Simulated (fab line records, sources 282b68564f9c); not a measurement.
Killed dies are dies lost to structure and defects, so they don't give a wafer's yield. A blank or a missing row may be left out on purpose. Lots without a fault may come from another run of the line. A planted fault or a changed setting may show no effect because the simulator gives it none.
One fault seen from 2 desks | flow rit_cmos | each desk has only its own numbers; what lay behind them comes last

THE TOOL OWNER'S DESK: pecvd-03
The tool's own readings at RIT_CONTACT_CVD_00 (deposits SiO2 from TEOS, target thk 400 nm, time 61 s): means of the sampled wafers that have a number, for each lot that ran on this tool. A lot is out of limits, marked OUT, if its mean lies more than 4 standard deviations from the usual mean; the brackets give that distance.
Columns: A = heater_power_w at RIT_CONTACT_CVD_00, usual 325 W; B = rf_fwd_power_W at RIT_CONTACT_CVD_00, usual 396.5 W
lot  | first seen here | A   | B
L814 | day 3 03:51     | 318 | 396.1
L817 | day 3 19:17     | 290 | 395.8
L823 | day 5 00:44     | 322 | 450.4 (+38) OUT
L826 | day 5 13:45     | 290 | 450.2 (+38) OUT
This desk's finding: out of limits on L823, L826; first on L823, day 5 00:44 (rf_fwd_power_W at RIT_CONTACT_CVD_00). In limits: L814, L817.

THE METROLOGY DESK
What the gauges read, lot by lot, whatever tool the lot ran on: means of the sampled wafers that have a number. A lot is out of limits, marked OUT, if its mean lies more than 4 standard deviations from the usual mean; the brackets give that distance.
Columns: A = CONTACT_TEOS_THK at RIT_CONTACT_THK_MEAS_01, usual 398 nm
lot  | first seen here | A
L814 | day 3 03:55     | 394
L815 | day 3 08:59     | 401
L817 | day 3 19:20     | 403
L821 | day 4 14:41     | 397
L822 | day 4 19:22     | 398
L823 | day 5 00:47     | 413
L824 | day 5 04:36     | 403
L826 | day 5 13:49     | 415
L830 | day 6 10:09     | 399
L831 | day 6 16:03     | 388
L833 | day 7 00:52     | 390
L834 | day 7 06:17     | 395
L836 | day 7 16:10     | 393
L837 | day 7 23:58     | 395
This desk's finding: nothing out of limits on any of the 14 lots.

PUT TOGETHER
The tool owner's desk could have raised an alarm at day 5 00:44, on L823, L826.
The metrology desk saw nothing out of limits.
The metrology desk has L823, L826 on record, within its limits.
Of the lots named, all ran RIT_CONTACT_CVD_00 on pecvd-03.

WHAT THE SIMULATOR HAD PUT IN
Process parameter drift: pecvd-03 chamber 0, from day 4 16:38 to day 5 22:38, at RIT_CONTACT_CVD_00. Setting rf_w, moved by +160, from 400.
Lots struck among those shown: L823, L826.
Hours from the fault's start to each desk's first reading out of limits: the tool owner's desk, 8.
